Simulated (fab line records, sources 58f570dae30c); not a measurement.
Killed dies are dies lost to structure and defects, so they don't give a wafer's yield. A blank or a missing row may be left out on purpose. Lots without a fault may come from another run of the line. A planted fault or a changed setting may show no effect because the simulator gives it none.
Which tool did it? | flow berkeley_cmos170 | 14 lots, 42 wafers sampled, at 4 steps of a route of 331

WHAT THE GAUGES READ, wafer by wafer
UCB170_SDANNEAL_RS_MEAS_02: measures by four-point-probe.
lot  | measured     | on            | PSD_RS (ohm/sq)
L968 | day 6 14:56  | film_metro-01 | 75.44 75.44 75.46
L970 | day 6 23:25  | film_metro-03 | 75.77 75.64 75.56
L972 | day 7 08:26  | film_metro-01 | 75.38 75.65 75.36
L971 | day 7 10:17  | film_metro-01 | 74.88 75.28 75.19
L973 | day 8 03:22  | film_metro-03 | 75.66 75.54 75.71
L979 | day 8 16:28  | film_metro-02 | 75.72 75.44 75.81
L976 | day 8 16:40  | film_metro-03 | 74.93 75.34 75.18
L974 | day 8 17:01  | film_metro-02 | 75.22 74.96 75.41
L978 | day 9 07:25  | film_metro-01 | 75.57 75.67 75.57
L982 | day 10 14:14 | film_metro-01 | 75.12 75.12 75.19
L987 | day 10 19:09 | film_metro-03 | 75.74 76.13 76.13
L988 | day 11 05:05 | film_metro-01 | 75.55 75.11 75.42
L989 | day 11 05:20 | film_metro-02 | 75.64 75.52 75.40
L991 | day 11 13:20 | film_metro-01 | 75.33 74.98 75.71

UCB170_M3_OVL_MEAS_16.
lot  | measured     | on         | M3_OVL (nm)
L968 | day 7 17:20  | overlay-01 | 0 -9 -2
L970 | day 8 00:10  | overlay-01 | -10 -8 -6
L972 | day 8 13:12  | overlay-01 | 4 1 7
L971 | day 8 13:50  | overlay-01 | 9 2 -5
L973 | day 9 05:33  | overlay-01 | -1 10 -4
L979 | day 9 18:14  | overlay-02 | 6 -6 3
L976 | day 9 17:41  | overlay-01 | -9 -4 -4
L974 | day 9 18:29  | overlay-02 | -5 -5 -13
L978 | day 10 09:44 | overlay-01 | 6 2 17
L982 | day 11 14:51 | overlay-02 | -6 -5 7
L987 | day 12 00:54 | overlay-01 | -2 -9 -7
L988 | day 12 09:31 | overlay-02 | -2 5 2
L989 | day 12 10:15 | overlay-01 | -5 -9 -6
L991 | day 12 16:37 | overlay-01 | 4 -7 -1

WHICH TOOL RAN EACH LOT (tool, then ch and the chambers of the sampled wafers, then the start)
lot  | UCB170_M3_SOFTBAKE_06             | UCB170_M3_STRIP_07
L968 | litho_track-02 ch 0, day 7 15:01  | plasma_asher-01 ch 0,1, day 7 15:08
L970 | litho_track-04 ch 0, day 7 22:05  | plasma_asher-04 ch 0,1, day 7 22:12
L972 | litho_track-04 ch 0, day 8 11:17  | plasma_asher-01 ch 0,1, day 8 11:26
L971 | litho_track-02 ch 0, day 8 11:32  | plasma_asher-04 ch 0,1, day 8 11:41
L973 | litho_track-02 ch 0, day 9 04:02  | plasma_asher-04 ch 0,1, day 9 04:11
L979 | litho_track-02 ch 0, day 9 16:35  | plasma_asher-03 ch 0,1, day 9 16:43
L976 | litho_track-02 ch 0, day 9 16:08  | plasma_asher-04 ch 1, day 9 16:16
L974 | litho_track-04 ch 0, day 9 16:45  | plasma_asher-04 ch 0,1, day 9 16:52
L978 | litho_track-02 ch 0, day 10 07:20 | plasma_asher-04 ch 0,1, day 10 07:28
L982 | litho_track-02 ch 0, day 11 12:50 | plasma_asher-03 ch 0,1, day 11 12:59
L987 | litho_track-04 ch 0, day 11 22:28 | plasma_asher-01 ch 0,1, day 11 22:37
L988 | litho_track-04 ch 0, day 12 07:21 | plasma_asher-03 ch 0,1, day 12 07:30
L989 | litho_track-03 ch 0, day 12 07:42 | plasma_asher-04 ch 0,1, day 12 07:51
L991 | litho_track-04 ch 0, day 12 15:06 | plasma_asher-01 ch 0,1, day 12 15:15
- UCB170_M3_SOFTBAKE_06: time 60 s.
- UCB170_M3_STRIP_07: strips in O2.

WHAT THE TOOLS THEMSELVES READ (means of the sampled wafers that have a number; where no wafer has one, the mark that the record gives instead)
UCB170_M3_SOFTBAKE_06.
lot  | tool           | heater_power_total_W (W) | run_length_s (s)
L968 | litho_track-02 | 56.78                    | 89.29
L970 | litho_track-04 | 56.78                    | 89.23
L972 | litho_track-04 | 56.80                    | 89.24
L971 | litho_track-02 | 56.81                    | 89.35
L973 | litho_track-02 | 56.78                    | 89.42
L979 | litho_track-02 | 56.75                    | 89.32
L976 | litho_track-02 | 56.79                    | 89.38
L974 | litho_track-04 | 56.81                    | 89.10
L978 | litho_track-02 | 62.49                    | 72.38
L982 | litho_track-02 | 62.50                    | 72.39
L987 | litho_track-04 | 56.81                    | 89.22
L988 | litho_track-04 | 56.80                    | 89.20
L989 | litho_track-03 | 56.80                    | 88.78
L991 | litho_track-04 | 56.80                    | 89.26

UCB170_M3_STRIP_07.
lot  | tool            | drypump_motor_current_A (A) | o2_flow_sccm (sccm) | oes_product_au (a.u.) | strip_time_to_endpoint_s (s)
L968 | plasma_asher-01 | 5.9                         | 399.7               | 0.733                 | 22.01
L970 | plasma_asher-04 | 5.3                         | 400.7               | 0.738                 | 21.97
L972 | plasma_asher-01 | 5.9                         | 400.7               | 0.728                 | 21.98
L971 | plasma_asher-04 | 5.1                         | 399.8               | 0.735                 | 22.01
L973 | plasma_asher-04 | 5.2                         | 400.6               | 0.735                 | 22.01
L979 | plasma_asher-03 | 6.2                         | 400.1               | 0.734                 | 21.97
L976 | plasma_asher-04 | 5.4                         | 400.2               | 0.734                 | 21.93
L974 | plasma_asher-04 | 5.3                         | 401.9               | 0.733                 | 21.98
L978 | plasma_asher-04 | 5.3                         | 400.6               | 0.738                 | 21.99
L982 | plasma_asher-03 | 6.2                         | 398.6               | 0.734                 | 21.97
L987 | plasma_asher-01 | 5.9                         | 399.8               | 0.734                 | 22.05
L988 | plasma_asher-03 | 6.1                         | 400.0               | 0.734                 | 21.99
L989 | plasma_asher-04 | 5.3                         | 400.4               | 0.734                 | 22.04
L991 | plasma_asher-01 | 6.0                         | 398.5               | 0.733                 | 22.03

THE ANSWER, worked out from the rows above alone
Rule: what is usual is taken from the lots themselves. Put in order of their means at a reading, lots are off if they are a third of the lots or fewer, leave a main group of 4 or more, and stand apart from it by a gap of 3 or more times the standard deviation of the main group's means; of several such gaps the widest counts. A main group whose means are all the same, to the digits that the tables above print for the reading, isn't used. A lot without any number at a reading at which 4 lots or more have one is off too. The other lots that the step has rows for count as sound. The gauges are gone through in route order, then the tools' own readings, and for those a lot's mean is taken as printed above. The first step at which some lot is off is used, and at that step the reading that is off furthest; a lot without a number counts as furthest.
Off: L978, L982, at UCB170_M3_SOFTBAKE_06 (heater_power_total_W). The main group: mean 56.79 W, standard deviation 0.017.
A tool fits if, at that step or a process step before it, it ran every lot that is off, and no sound lot after the first of them. One fits: litho_track-02 at UCB170_M3_SOFTBAKE_06. Its last sound lot is L979 (day 9 16:35), its first lot that is off L978 (day 10 07:20): a fault that began between those two fits.
The tool's own readings at UCB170_M3_SOFTBAKE_06 bear it out: on the lots that are off they differ by more than 5 times the standard deviation of the sound lots' means. heater_power_total_W reads 62.50 W there against 56.79 W on the sound lots; run_length_s reads 72.38 s there against 89.23 s on the sound lots.

WHAT THE SIMULATOR HAD PUT IN
Process parameter drift: litho_track-02, from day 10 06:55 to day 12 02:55, at UCB170_M3_SOFTBAKE_06. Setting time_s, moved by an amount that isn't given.
Lots struck among those shown: L978, L982. The rule above found the same.
